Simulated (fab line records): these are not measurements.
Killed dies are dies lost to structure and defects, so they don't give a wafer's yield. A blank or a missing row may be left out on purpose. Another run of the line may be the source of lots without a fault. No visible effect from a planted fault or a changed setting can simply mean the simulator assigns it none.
Lot-split experiment :: flow berkeley-cmos170 :: 5 lots, 23 wafers read, on a route of 331 steps

## ABOUT THE SPLIT
At UCB170_V1_PEB_10, the setting peb-temp-c was moved away from the recipe's 130 C on 6 of the 23 wafers read, by -2.2% to +1.5%. For the rest of the wafers, this setting stayed at what the recipe calls for.

## FROM THE SPLIT TO THE READING: what the file shows between them, 4 steps
- UCB170_V1_DEVELOP_11: develop time 45 s
- UCB170_V1_CD_MEAS_12: target cd 700 nm
- UCB170_V1_ETCH_14: etches SiO2 in CHF3/CF4/Ar, stops on Al, target depth 1250 nm, time 291 s
- UCB170_V1_STRIP_15: strips in O2

## THE READING
cd-nm (nm) at UCB170_V1_CD_MEAS_90, where the cd target is 700 nm. Typical for fault-free wafers on this fab line: 700.3 nm, with standard deviation 1.3 nm.

wafer: L075.1
tool, chamber at the split: litho-track-03, 0
peb-temp-c as run, C: 130
against the recipe: recipe
cd-nm, nm: 698.0
against lot-mates on the recipe: -

wafer: L075.2
tool, chamber at the split: litho-track-03, 0
peb-temp-c as run, C: 130
against the recipe: recipe
cd-nm, nm: 698.7
against lot-mates on the recipe: -

wafer: L075.3
tool, chamber at the split: litho-track-03, 0
peb-temp-c as run, C: 130
against the recipe: recipe
cd-nm, nm: 698.7
against lot-mates on the recipe: -

wafer: L075.4
tool, chamber at the split: litho-track-03, 0
peb-temp-c as run, C: 130
against the recipe: recipe
cd-nm, nm: 698.1
against lot-mates on the recipe: -

wafer: L075.6
tool, chamber at the split: litho-track-03, 0
peb-temp-c as run, C: 130
against the recipe: recipe
cd-nm, nm: 698.9
against lot-mates on the recipe: -

wafer: L080.1
tool, chamber at the split: litho-track-01, 0
peb-temp-c as run, C: 130
against the recipe: recipe
cd-nm, nm: 700.4
against lot-mates on the recipe: -

wafer: L080.2
tool, chamber at the split: litho-track-01, 0
peb-temp-c as run, C: 130
against the recipe: recipe
cd-nm, nm: 699.8
against lot-mates on the recipe: -

wafer: L080.3
tool, chamber at the split: litho-track-01, 0
peb-temp-c as run, C: 127.2
against the recipe: -2.2%
cd-nm, nm: 679.5
against lot-mates on the recipe: -20.0

wafer: L080.5
tool, chamber at the split: litho-track-01, 0
peb-temp-c as run, C: 130
against the recipe: recipe
cd-nm, nm: 698.3
against lot-mates on the recipe: -

wafer: L080.6
tool, chamber at the split: litho-track-01, 0
peb-temp-c as run, C: 127.2
against the recipe: -2.2%
cd-nm, nm: 679.1
against lot-mates on the recipe: -20.4

wafer: L078.3
tool, chamber at the split: litho-track-02, 0
peb-temp-c as run, C: 130
against the recipe: recipe
cd-nm, nm: 701.4
against lot-mates on the recipe: -

wafer: L078.4
tool, chamber at the split: litho-track-02, 0
peb-temp-c as run, C: 130
against the recipe: recipe
cd-nm, nm: 701.3
against lot-mates on the recipe: -

wafer: L078.6
tool, chamber at the split: litho-track-02, 0
peb-temp-c as run, C: 130
against the recipe: recipe
cd-nm, nm: 701.8
against lot-mates on the recipe: -

wafer: L081.1
tool, chamber at the split: litho-track-01, 0
peb-temp-c as run, C: 130
against the recipe: recipe
cd-nm, nm: 699.9
against lot-mates on the recipe: -

wafer: L081.2
tool, chamber at the split: litho-track-01, 0
peb-temp-c as run, C: 127.3
against the recipe: -2.1%
cd-nm, nm: 680.6
against lot-mates on the recipe: -19.9

wafer: L081.3
tool, chamber at the split: litho-track-01, 0
peb-temp-c as run, C: 130
against the recipe: recipe
cd-nm, nm: 701.2
against lot-mates on the recipe: -

wafer: L081.4
tool, chamber at the split: litho-track-01, 0
peb-temp-c as run, C: 127.3
against the recipe: -2.1%
cd-nm, nm: 680.2
against lot-mates on the recipe: -20.3

wafer: L081.6
tool, chamber at the split: litho-track-01, 0
peb-temp-c as run, C: 130
against the recipe: recipe
cd-nm, nm: 700.3
against lot-mates on the recipe: -

wafer: L083.1
tool, chamber at the split: litho-track-01, 0
peb-temp-c as run, C: 132
against the recipe: +1.5%
cd-nm, nm: 710.8
against lot-mates on the recipe: +11.6

wafer: L083.2
tool, chamber at the split: litho-track-01, 0
peb-temp-c as run, C: 132
against the recipe: +1.5%
cd-nm, nm: 711.4
against lot-mates on the recipe: +12.2

wafer: L083.4
tool, chamber at the split: litho-track-01, 0
peb-temp-c as run, C: 130
against the recipe: recipe
cd-nm, nm: 699.3
against lot-mates on the recipe: -

wafer: L083.5
tool, chamber at the split: litho-track-01, 0
peb-temp-c as run, C: 130
against the recipe: recipe
cd-nm, nm: 699.8
against lot-mates on the recipe: -

wafer: L083.6
tool, chamber at the split: litho-track-01, 0
peb-temp-c as run, C: 130
against the recipe: recipe
cd-nm, nm: 698.5
against lot-mates on the recipe: -

FIT RESULTS
A straight line over all 23 wafers: cd-nm changes by +8.88 nm for each +1% of peb-temp-c; r = +0.99; the points scatter about the line by 1.3 nm.
The same after taking each lot's own level away (the mean of its wafers on the recipe; 23 wafers): +9.06 nm for each +1%; r = +1.00; scatter 0.84 nm.
The reading moves by 20 nm for the largest change in peb-temp-c, on that fit.
From 698.48 to 701.50 nm: that is the span of the lots' own levels, equal to 2.3 times the standard deviation above.
Hence the lot-to-lot level has little effect on the slope; both slopes agree.
Check: with one of the wafers moved furthest among these (-2.2%) left out of the fit, the line predicts -19.8 nm for it against its lot-mates. It came out at -20 nm against them.

## THE OTHER SPLITS THESE WAFERS WENT THROUGH
Other splits were also applied to these wafers ahead of the reading. Each is held against what the fit with the lots' levels taken away leaves over:
other split on the same wafers: UCB170_M1_METAL_ETCH_12 time-s
wafers away from the commonest value: 5
r with cd-nm (lot level and that fit taken away): +0.45

## THE WHOLE CHAIN: every reading that the file lists as answering this split, in the file's order
step: UCB170_V1_CD_MEAS_12
what it does: target cd 700 nm
reading: cd-nm
change (the file's fit): +9.26 nm for each +1% of the setting
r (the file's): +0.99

step: UCB170_V1_ETCH_14
what it does: etches SiO2 in CHF3/CF4/Ar, stops on Al, target depth 1250 nm, time 291 s
reading: V1.cd-nm (the simulator's own value, which no gauge read)
change (the file's fit): +9.07 nm for each +1% of the setting
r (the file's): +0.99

step: UCB170_V1_CD_MEAS_90
what it does: target cd 700 nm
reading: cd-nm
change (the file's fit): +9.14 nm for each +1% of the setting
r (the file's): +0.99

## THE FILE'S OWN FIT
cd-nm changes by +9.14 nm for each +1% of peb-temp-c, r = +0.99.
